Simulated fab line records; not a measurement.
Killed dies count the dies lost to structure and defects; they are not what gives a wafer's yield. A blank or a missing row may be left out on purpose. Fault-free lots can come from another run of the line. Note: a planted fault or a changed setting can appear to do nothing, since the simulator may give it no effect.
A lot that was struck, set against a sound lot | flow rit_cmos | 34 steps out of a route of 202
Sound: the wafers L439.1, L439.4, L439.5. Struck: wafers L437.4, L437.5, L437.6. Last of all comes the cause.
For every step that has rows: the tool of each side, followed by ch and its chambers, followed by its first start. Under that, the readings that differ: sound wafers | struck wafers | difference of the means | sigmas: that difference in standard deviations of wafers without a fault.
alike: readings with means less than 2 such deviations apart, plus words and numbers identical on both sides. not compared: withheld readings, readings lacking a value on some wafer, bounds such as >300 that could conceal the same value, and numbers that have no deviation in the record and whose values overlap.
A row with sigmas, a row that says differs or no value, or rows on one side alone: a step with any of these is where the two part. When numbers do not overlap yet have no deviation, they are printed without sigmas and do not part them. Lack of a reading on every wafer of one side parts them only where that side has two or more wafers.

first, 2 steps without rows for these wafers: RIT_SPACER_CLEAN_02 (cleans in SC2, time 600 s); RIT_SPACER_CVD_03 (deposits Si3N4 from SiH2Cl2/NH3, target thk 250 nm, time 3300 s).
RIT_SPACER_THK_MEAS_04:
  sound on film_metro-04 at day 7 11:20; struck on film_metro-01 at day 6 14:14
  alike: SPACER_NITRIDE_THK
RIT_SPACER_ETCHBACK_05: etches Si3N4 in SF6/CHF3, stops on SiO2, target depth 250 nm, time 240 s.
  sound on rie_diel-02 ch 0,2,3, day 7 11:23; struck on rie_diel-04 ch 1,2, day 6 14:16
  reading                     | sound       | struck      | difference | sigmas
  drypump_motor_current_A (A) | 4.7 5.4 4.9 | 6.1 6.1 5.8 | +1.0       | +3
  alike: oes_product_au, throttle_valve_pct
  not compared: rf_hours_counter_h
then, 6 steps without rows for these wafers: RIT_NSD_HMDS_00 (prime time 60 s); RIT_NSD_COAT_01 (resist thk 1000 nm); RIT_NSD_SOFTBAKE_02 (time 60 s); RIT_NSD_EXPOSE_03 (exposes mask M9, target cd 40700 nm); RIT_NSD_PEB_04; RIT_NSD_DEVELOP_05 (develop time 50 s).
RIT_NSD_OVL_MEAS_06:
  sound on overlay-02 at day 7 12:26; struck on overlay-02 at day 6 15:25
  alike: NSD_OVL
then, 1 step without rows for these wafers: RIT_NSD_HARDBAKE_07 (time 60 s).
RIT_NSD_IMPLANT_08:
  sound on implanter-04 ch 0, day 7 12:37; struck on implanter-02 ch 0, day 6 15:39
  reading                   | sound                | struck               | difference | sigmas
  beam_energy_keV           | 25.011 24.999 25.003 | 22.506 22.506 22.505 | -2.499     | -99 or more
  model.implant.rp_nm (nm)  | 32.35 32.35 32.35    | 31.13 31.13 31.13    | -1.22      |
  model.implant.drp_nm (nm) | 14.84 14.84 14.84    | 13.92 13.92 13.92    | -0.92      |
  alike: beam_on_s
RIT_NSD_STRIP_09: strips in O2, time 180 s.
  sound on plasma_asher-01 ch 0,1, day 7 12:46; struck on plasma_asher-04 ch 0,1, day 6 15:47
  alike: drypump_motor_current_A
  not compared: rf_hours_counter_h
RIT_NSD_TW_MEAS_10:
  sound on film_metro-04 at day 7 12:56; struck on film_metro-04 at day 6 16:10
  reading | sound          | struck         | difference | sigmas
  NSD_TW  | 3116 3112 3110 | 3014 3025 3028 | -90        | -3
  not compared: hold
then, 6 steps without rows for these wafers: RIT_PSD_HMDS_00 (prime time 60 s); RIT_PSD_COAT_01 (resist thk 1000 nm); RIT_PSD_SOFTBAKE_02 (time 60 s); RIT_PSD_EXPOSE_03 (exposes mask M10, target cd 40900 nm); RIT_PSD_PEB_04; RIT_PSD_DEVELOP_05 (develop time 50 s).
RIT_PSD_OVL_MEAS_06:
  sound on overlay-01 at day 7 13:59; struck on overlay-01 at day 6 23:13
  reading      | sound        | struck         | difference | sigmas
  PSD_OVL (nm) | 1.1 -0.1 1.2 | -2.6 -3.4 -1.6 | -3.3       | -2
then, 2 steps without rows for these wafers: RIT_PSD_HARDBAKE_07 (time 60 s); RIT_PSD_IMPLANT_08.
RIT_PSD_STRIP_09: strips in O2, time 180 s.
  sound on plasma_asher-03 ch 0,1, day 7 14:19; struck on plasma_asher-03 ch 0,1, day 6 23:53
  alike: drypump_motor_current_A
  not compared: rf_hours_counter_h
RIT_PSD_TW_MEAS_10:
  sound on film_metro-04 at day 7 14:29; struck on film_metro-04 at day 7 00:02
  alike: PSD_TW
then, 3 steps without rows for these wafers: RIT_SDANNEAL_CLEAN_00 (cleans in SC1, time 600 s); RIT_SDANNEAL_CLEAN_01 (cleans in dHF, time 30 s); RIT_SDANNEAL_CLEAN_02 (cleans in SC2, time 600 s).
RIT_SDANNEAL_RTA_03: time 5 s.
  sound on rtp_anneal-01 ch 0, day 7 14:55; struck on rtp_anneal-01 ch 0, day 7 00:28
  alike: wafer_temp_C_max
RIT_SDANNEAL_RS_MEAS_04: measures by four-point-probe.
  sound on film_metro-02 at day 7 14:59; struck on film_metro-04 at day 7 00:33
  alike: PSD_RS
RIT_SDANNEAL_RS_MEAS_05: measures by four-point-probe.
  sound on film_metro-02 at day 7 15:06; struck on film_metro-04 at day 7 00:57
  reading         | sound             | struck            | difference | sigmas
  NSD_RS (ohm/sq) | 84.42 84.23 84.13 | 85.79 85.73 85.68 | +1.47      | +5
  not compared: hold
RIT_SDANNEAL_RS_MEAS_06: measures by four-point-probe.
  sound on film_metro-02 at day 7 15:13; struck on film_metro-04 at day 7 06:06
  reading | sound | struck                                                                     | difference                   | sigmas
  hold    | - - - | await_dispo/5.0h/release await_dispo/5.0h/release await_dispo/5.0h/release | no value on the sound wafers |
  alike: PLDD_RS
RIT_M1_PROBE_99:
  only the struck wafers here have rows in the record (prober-02, day 7 13:22); the sound ones have none

## WHERE THEY PART
Earliest at RIT_SPACER_ETCHBACK_05; latest, in this record, at RIT_M1_PROBE_99.

WHY: the cause the simulator had injected
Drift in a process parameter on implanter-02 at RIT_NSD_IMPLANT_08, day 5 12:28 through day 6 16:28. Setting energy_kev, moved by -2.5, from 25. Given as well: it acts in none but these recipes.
